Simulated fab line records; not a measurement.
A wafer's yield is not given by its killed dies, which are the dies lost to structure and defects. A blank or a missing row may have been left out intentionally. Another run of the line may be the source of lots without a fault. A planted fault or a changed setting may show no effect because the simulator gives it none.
fab line records	flow rit_cmos
[record] lots = 13	wafers = 39	last_day = 7
route steps=202 shown NSD@134 PSD@152
lots untouched by any fault: they come from a run of this same line in which no faults occurred
start_h: start of the lot's first displayed wafer, in hours after the record's first day	wait_h: time in hours since the lot's previous step	" unchanged from the row above	L1.1+2: a single row standing in for several wafers	- value missing, or start not given	* or withheld: withheld	< > ~ a bound
route shown NAME@n: NAME is a module with steps in the file, n the number in the route of the first one	usual: average and standard deviation across the fault-free wafers	same: alike in all rows	chamber/n: place in a boat	sites: the reading at each site	_std_site: their standard deviation	_edge_site: outer sites' mean less inner sites'	radius_mm: how far each site lies from the wafer's centre	mask NAME#n: copy n	behind: the most recent tool/chamber to have shaped the wafer	hold: reason for holding the lot/hours on hold/outcome of the hold	device: names the non-switching transistor (n, p or np)	end of line: at the end of the route, the tests of the same wafers	a step without rows: its recipe alone	killed: dies lost to structure and defects at the first sort, not the wafer's yield	map: the dies of a wafer, with x for killed, . for not killed, _ for no die there
set.NAME: the setting that was run; set.NAME@STEP: the one run at that earlier step	model.NAME: the simulator's own value behind a step, which no gauge read
route steps across a sampled set of lots; one table per step, one row per wafer
services: the hour from which a tool's chamber was out of use, counted from the record's first day as start_h (under 0 if before that day), plus the number of hours and why
[[steps]]
[step RIT_NSD_EXPOSE_03]
[recipe] mask_id = M9	na = 0.57	target_cd_nm = 40700	dose_mj = 250
lot.wafer	tool	chamber	start_h	wait_h	mask
L243.1+2+5	iline_stepper-02	0	52.40	4.5	M9#0
L247.1+3+4	iline_stepper-01	0	67.52	0.1	M9#0
L248.1+4+6	iline_stepper-01	0	72.01	0.1	M9#0
L249.2+4+6	iline_stepper-02	0	76.87	0.3	M10#0
L250.1+4+6	iline_stepper-01	0	80.68	0.2	M9#0
L256.2+3+5	iline_stepper-01	0	112.54	0.1	M9#0
L259.2+4+6	iline_stepper-02	0	126.44	0.1	M9#0
L260.1+2+3	iline_stepper-02	0	131.69	0.1	M9#0
L261.2+3+4	iline_stepper-02	0	136.24	0.1	M9#0
L262.1+2+5	iline_stepper-02	0	141.99	0.1	M9#0
L264.2+3+4	iline_stepper-01	0	150.84	0.2	M9#0
L265.1+3+5	iline_stepper-02	0	156.45	0.2	M9#0
L266.1+2+4	iline_stepper-01	0	161.71	0.2	M9#0
[step RIT_NSD_OVL_MEAS_06]
[usual] NSD_OVL = -1.2/1.2
lot.wafer	tool	chamber	start_h	wait_h	NSD_OVL[nm]
L243.1	overlay-02	-	52.80	-	-1.1
L243.2	"	-	"	"	-2.6
L243.5	"	-	"	"	-2.4
L247.1	overlay-02	-	67.92	-	-1.9
L247.3	"	-	"	"	-1.3
L247.4	"	-	"	"	-1.1
L248.1	overlay-01	-	72.41	-	-0.9
L248.4	"	-	"	"	-0.6
L248.6	"	-	"	"	-2.0
L249.2	overlay-02	-	77.25	-	-
L249.4	"	-	"	"	-
L249.6	"	-	"	"	-
L250.1	overlay-02	-	81.08	-	-0.6
L250.4	"	-	"	"	-1.1
L250.6	"	-	"	"	0.2
L256.2	overlay-02	-	112.92	-	-0.5
L256.3	"	-	"	"	-4.3
L256.5	"	-	"	"	-3.8
L259.2	overlay-01	-	126.83	-	-1.2
L259.4	"	-	"	"	-3.1
L259.6	"	-	"	"	-2.4
L260.1	overlay-02	-	132.09	-	-1.2
L260.2	"	-	"	"	-2.1
L260.3	"	-	"	"	-0.6
L261.2	overlay-01	-	136.63	-	-0.4
L261.3	"	-	"	"	-0.5
L261.4	"	-	"	"	-0.7
L262.1	overlay-02	-	142.39	-	-0.6
L262.2	"	-	"	"	-2.0
L262.5	"	-	"	"	-0.4
L264.2	overlay-01	-	151.22	-	0.6
L264.3	"	-	"	"	0.5
L264.4	"	-	"	"	0.4
L265.1	overlay-02	-	156.99	-	-2.8
L265.3	"	-	"	"	-0.3
L265.5	"	-	"	"	0.2
L266.1	overlay-01	-	162.11	-	-0.7
L266.2	"	-	"	"	-1.1
L266.4	"	-	"	"	-0.7
[step RIT_NSD_TW_MEAS_10]
[usual] NSD_TW = 3118/17
lot.wafer	tool	chamber	start_h	wait_h	NSD_TW
L243.1	film_metro-04	-	53.31	0.1	3136
L243.2	"	-	"	"	3125
L243.5	"	-	"	"	3125
L247.1	film_metro-03	-	68.43	0.1	3099
L247.3	"	-	"	"	3099
L247.4	"	-	"	"	3113
L248.1	film_metro-04	-	72.93	0.1	3128
L248.4	"	-	"	"	3123
L248.6	"	-	"	"	3131
L249.2	film_metro-04	-	77.77	0.1	30
L249.4	"	-	"	"	30
L249.6	"	-	"	"	30
L250.1	film_metro-01	-	81.59	0.1	3128
L250.4	"	-	"	"	3134
L250.6	"	-	"	"	3126
L256.2	film_metro-04	-	113.44	0.1	3137
L256.3	"	-	"	"	3136
L256.5	"	-	"	"	3139
L259.2	film_metro-04	-	127.35	0.1	3129
L259.4	"	-	"	"	3142
L259.6	"	-	"	"	3142
L260.1	film_metro-04	-	132.60	0.1	3121
L260.2	"	-	"	"	3117
L260.3	"	-	"	"	3119
L261.2	film_metro-04	-	137.14	0.1	3117
L261.3	"	-	"	"	3129
L261.4	"	-	"	"	3106
L262.1	film_metro-03	-	142.91	0.1	3110
L262.2	"	-	"	"	3091
L262.5	"	-	"	"	3092
L264.2	film_metro-04	-	151.74	0.1	3127
L264.3	"	-	"	"	3119
L264.4	"	-	"	"	3113
L265.1	film_metro-03	-	157.50	0.1	3101
L265.3	"	-	"	"	3106
L265.5	"	-	"	"	3106
L266.1	film_metro-01	-	162.62	0.1	3117
L266.2	"	-	"	"	3109
L266.4	"	-	"	"	3120
[step RIT_PSD_TW_MEAS_10]
[usual] PSD_TW = 3429/20
lot.wafer	tool	chamber	start_h	wait_h	PSD_TW
L243.1	film_metro-03	-	54.88	0.1	3404
L243.2	"	-	"	"	3405
L243.5	"	-	"	"	3390
L247.1	film_metro-03	-	69.97	0.1	3408
L247.3	"	-	"	"	3423
L247.4	"	-	"	"	3402
L248.1	film_metro-01	-	74.47	0.1	3452
L248.4	"	-	"	"	3438
L248.6	"	-	"	"	3455
L249.2	film_metro-01	-	79.19	0.1	3634
L249.4	"	-	"	"	3638
L249.6	"	-	"	"	3648
L250.1	film_metro-01	-	83.14	0.1	3443
L250.4	"	-	"	"	3449
L250.6	"	-	"	"	3433
L256.2	film_metro-04	-	115.03	0.1	3439
L256.3	"	-	"	"	3425
L256.5	"	-	"	"	3426
L259.2	film_metro-01	-	128.77	0.1	3389
L259.4	"	-	"	"	3445
L259.6	"	-	"	"	3408
L260.1	film_metro-04	-	134.02	0.1	3423
L260.2	"	-	"	"	3426
L260.3	"	-	"	"	3440
L261.2	film_metro-01	-	138.56	0.1	3415
L261.3	"	-	"	"	3415
L261.4	"	-	"	"	3408
L262.1	film_metro-03	-	144.33	0.1	3419
L262.2	"	-	"	"	3433
L262.5	"	-	"	"	3432
L264.2	film_metro-01	-	153.28	0.1	3437
L264.3	"	-	"	"	3436
L264.4	"	-	"	"	3441
L265.1	film_metro-03	-	158.93	0.1	3411
L265.3	"	-	"	"	3408
L265.5	"	-	"	"	3405
L266.1	film_metro-04	-	164.17	0.1	3432
L266.2	"	-	"	"	3409
L266.4	"	-	"	"	3418
[[services]]
tool	chamber	start_h	hours	kind
iline_stepper-01	0	42.21	-	calibration
iline_stepper-01	-	45.80	2.1	pm
iline_stepper-01	-	47.88	-	consumable_replace:lamp
iline_stepper-01	-	48.14	11.8	repair
iline_stepper-02	-	110.06	4.4	repair
iline_stepper-01	-	123.65	1.7	pm
iline_stepper-01	-	126.06	9.4	repair
[[key]]
[first_sign] step = RIT_NSD_EXPOSE_03	reading = mask	direction = changed
[effect] step = RIT_NSD_OVL_MEAS_06	reading = NSD_OVL	direction = missing
[effect] step = RIT_NSD_TW_MEAS_10	reading = NSD_TW	direction = down	sigmas = 99+	usual = 3118	struck = 30
[effect] step = RIT_PSD_TW_MEAS_10	reading = PSD_TW	direction = up	sigmas = 11	usual = 3429	struck = 3640
met_at RIT_NSD_EXPOSE_03
struck_lots L249
sort_left_out L249.2,L249.4,L249.6
tester_left_out L249
onset_between 52.40 76.87
[fault] kind = wrong_mask	tool = any	chamber = -	onset_h = 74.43	steps = RIT_NSD_EXPOSE_03	aux_copy = M10#0	scope = struck_lots_only
// tester_left_out: of these lots the tester's yield and bins aren't shown, on N5 and GAA mostly nor the transistor test; their killed dies are dies lost to structure and defects alone, not to doping, threshold or leakage, so they don't give the yield
// sort_left_out: the simulated sort isn't trusted on such a fault, so these wafers' sort isn't shown, and their yield isn't known
